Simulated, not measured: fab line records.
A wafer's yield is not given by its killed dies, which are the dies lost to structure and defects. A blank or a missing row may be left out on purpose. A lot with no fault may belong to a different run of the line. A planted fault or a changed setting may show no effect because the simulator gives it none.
Problem report in the 8D (eight disciplines) form, filled by code :: flow berkeleyCmos170 :: the parts of the form that need people (team, actions taken, sign-off) are left out

1. THE PROBLEM
Across 6 wafers from 2 lots, ACTIVE_OXIDE_THK at UCB170_ACTIVE_THK_MEAS_03 averages 29.9 nm, while fault-free wafers read 26.6 nm with a standard deviation of 0.51. Measured from the usual mean, that is +6.5 standard deviations.
Seen first at day 5 04:08 on filmMetro-01, wafer L779.1. The record has a number at this step for 42 wafers belonging to 14 lots. The rule behind "out" and "out of limits": a value lying over 4 standard deviations away from the usual mean. The other wafers with a number count as sound.

2. WHAT THIS IS AND IS NOT
question: which readings at this step
is: ACTIVE_OXIDE_THK
is not: -

question: which lots
is: L779, L780
is not: L772, L773, L774, L775, L776, L777, L778, L781, L790, L793, L794, L795

question: which wafers of those lots
is: all that have a number
is not: -

question: read on which gauges
is: filmMetro-01, filmMetro-03
is not: filmMetro-04

question: when
is: from day 5 04:08
is not: up to then (21 sound wafers); but 15 sound wafers of L781, L790, L793, L794, L795 came after

3. WHAT RULES OUT EACH SUSPECT
Counting: a tool at any process step up to the reading remains a suspect when it ran all the lots that are out and ran no sound lot after the first of those.
- the gauge at UCB170_ACTIVE_THK_MEAS_03: ruled out. The wafers that are out were read on 2 gauges (filmMetro-01, filmMetro-03).
- furnace-02 at UCB170_ACTIVE_OXIDATION_02 (target thk 26.4 nm, ox time 1260 s): ruled out as a lasting fault. The sound lots L793, L794, L795 went through it after L779, its earliest lot that is out (day 5 02:47).
Left after counting: nothing in the record.

4. THE CAUSE (what the simulator had put in)
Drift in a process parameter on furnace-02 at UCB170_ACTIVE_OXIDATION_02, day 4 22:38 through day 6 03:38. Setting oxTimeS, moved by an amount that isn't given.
The count ruled it out by mistake, since the rule takes a fault to strike every lot its tool runs from the start of the fault on, and this one did not do so.

5. SEQUENCE OF EFFECTS, ordered by route
Each row: a reading where the mean over the struck wafers with a number is more than 3 standard deviations away from the usual. Scope: only readings with a usual standard deviation given in the record; hours: median across lots of the time from each lot's start at the first step in this table that gives one to its start at this step; sigmas: change in usual standard deviations.
hours: 0
step: UCB170_ACTIVE_THK_MEAS_03
reading: ACTIVE_OXIDE_THK
usual: 26.6 nm
on struck wafers: 29.9
change: +3.3
sigmas: +6.5
Later measuring or inspecting steps at which every struck wafer that the step has a row for has a number for every such reading, and none has moved that far: UCB170_FIELD_THK_MEAS_02.

6. WHAT WOULD HAVE CAUGHT IT SOONER
In this record the first reading out of limits at a measuring or inspecting step was taken at day 5 04:08, 5 hours after the fault began at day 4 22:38.
Tool readings at UCB170_ACTIVE_OXIDATION_02 with a usual standard deviation given in the record: none out on any struck wafer, hence no alarm at a limit of 4 standard deviations on them.
